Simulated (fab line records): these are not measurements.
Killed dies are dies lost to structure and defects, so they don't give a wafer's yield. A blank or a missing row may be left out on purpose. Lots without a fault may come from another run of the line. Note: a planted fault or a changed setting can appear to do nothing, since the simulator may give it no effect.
A single fault, viewed from 2 desks / flow berkeleyCmos170 / what lay behind the numbers comes last; until then each desk has only its own

== FROM THE METROLOGY DESK ==
What the gauges read for every lot (on any tool): the sampled wafers with a number, averaged. A lot is out of limits, marked OUT, if its mean lies more than 4 standard deviations from the usual mean; the brackets give that distance.
Columns: A = NLDD_OVL at UCB170_NLDD_OVL_MEAS_07, usual -3 nm; B = NSD_TW at UCB170_NSD_TW_MEAS_10, usual 4150; C = SILICIDE_TI_RS at UCB170_SILICIDE_RS_MEAS_02, usual 25.2 ohm/sq; D = SILICIDE_TI_THK at UCB170_SILICIDE_THK_MEAS_03, usual 30.8 nm
lot=L953; first seen here=day 7 01:40; A=-1; B=4154; C=25.2; D=30.8
lot=L956; first seen here=day 7 17:20; A=-3; B=4149; C=25.1; D=30.9
lot=L955; first seen here=day 7 18:19; A=-3; B=4158; C=25.4; D=30.7
lot=L959; first seen here=day 8 21:32; A=-9; B=4184; C=25.0; D=30.8
lot=L961; first seen here=day 8 21:53; A=-4; B=4164; C=25.1; D=31.1
lot=L960; first seen here=day 8 22:15; A=2; B=4162; C=25.3; D=30.8
lot=L962; first seen here=day 9 13:43; A=-5; B=4136; C=25.0; D=31.0
lot=L964; first seen here=day 9 13:51; A=-2; B=4130; C=25.2; D=30.8
lot=L966; first seen here=day 10 06:45; A=-12; B=4146; C=25.4; D=30.5
lot=L965; first seen here=day 10 06:52; A=-1; B=4154; C=25.0; D=31.1
lot=L968; first seen here=day 10 18:54; A=5; B=4138; C=37.8 (+35) OUT; D=21.8 (-23) OUT
lot=L970; first seen here=day 11 05:50; A=-2; B=4143; C=24.7; D=31.2
lot=L972; first seen here=day 11 13:01; A=-2; B=4124; C=36.2 (+31) OUT; D=22.7 (-21) OUT
lot=L974; first seen here=day 12 04:44; A=2; B=4142; C=25.2; D=30.9
This desk reports L968, L972 out of limits; the earliest was L968 at day 11 06:32 (SILICIDE_TI_RS at UCB170_SILICIDE_RS_MEAS_02). Within limits: L953, L956, L955, L959, L961, L960, L962, L964, L966, L965, L970, L974.

== THE TOOL OWNER'S DESK: pvdSputter-02 ==
The tool's own readings at UCB170_SILICIDE_SPUTTER_01 (material Ti, target thk 30 nm, time 25.77 s): means of the sampled wafers that have a number, for each lot that ran on this tool. A lot is out of limits, marked OUT, if its mean lies more than 4 standard deviations from the usual mean; the brackets give that distance.
Columns: A = throttleValvePct at UCB170_SILICIDE_SPUTTER_01, usual 30.2 %
lot=L955; first seen here=day 8 06:54; A=30.7
lot=L960; first seen here=day 9 12:22; A=30.0
lot=L964; first seen here=day 10 02:31; A=30.0
lot=L966; first seen here=day 10 18:14; A=30.4
lot=L968; first seen here=day 11 06:27; A=30.0
lot=L972; first seen here=day 12 04:24; A=29.9
This desk's verdict: no lot among the 6 shows anything out of limits.

== ALL TOGETHER ==
An alarm was possible from the metrology desk at day 11 06:32, on L968, L972.
The tool owner's desk saw nothing out of limits.
Tool owner's desk: L968, L972 on record, inside its limits.
All the named lots went through UCB170_SILICIDE_SPUTTER_01 on pvdSputter-02.

== WHAT HAD BEEN PUT IN BY THE SIMULATOR ==
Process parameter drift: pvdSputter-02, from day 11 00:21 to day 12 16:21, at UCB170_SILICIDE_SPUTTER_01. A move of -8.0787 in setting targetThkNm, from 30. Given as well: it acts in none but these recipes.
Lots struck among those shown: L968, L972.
Delay in hours, fault start to first out-of-limits reading, per desk: metrology desk 6.
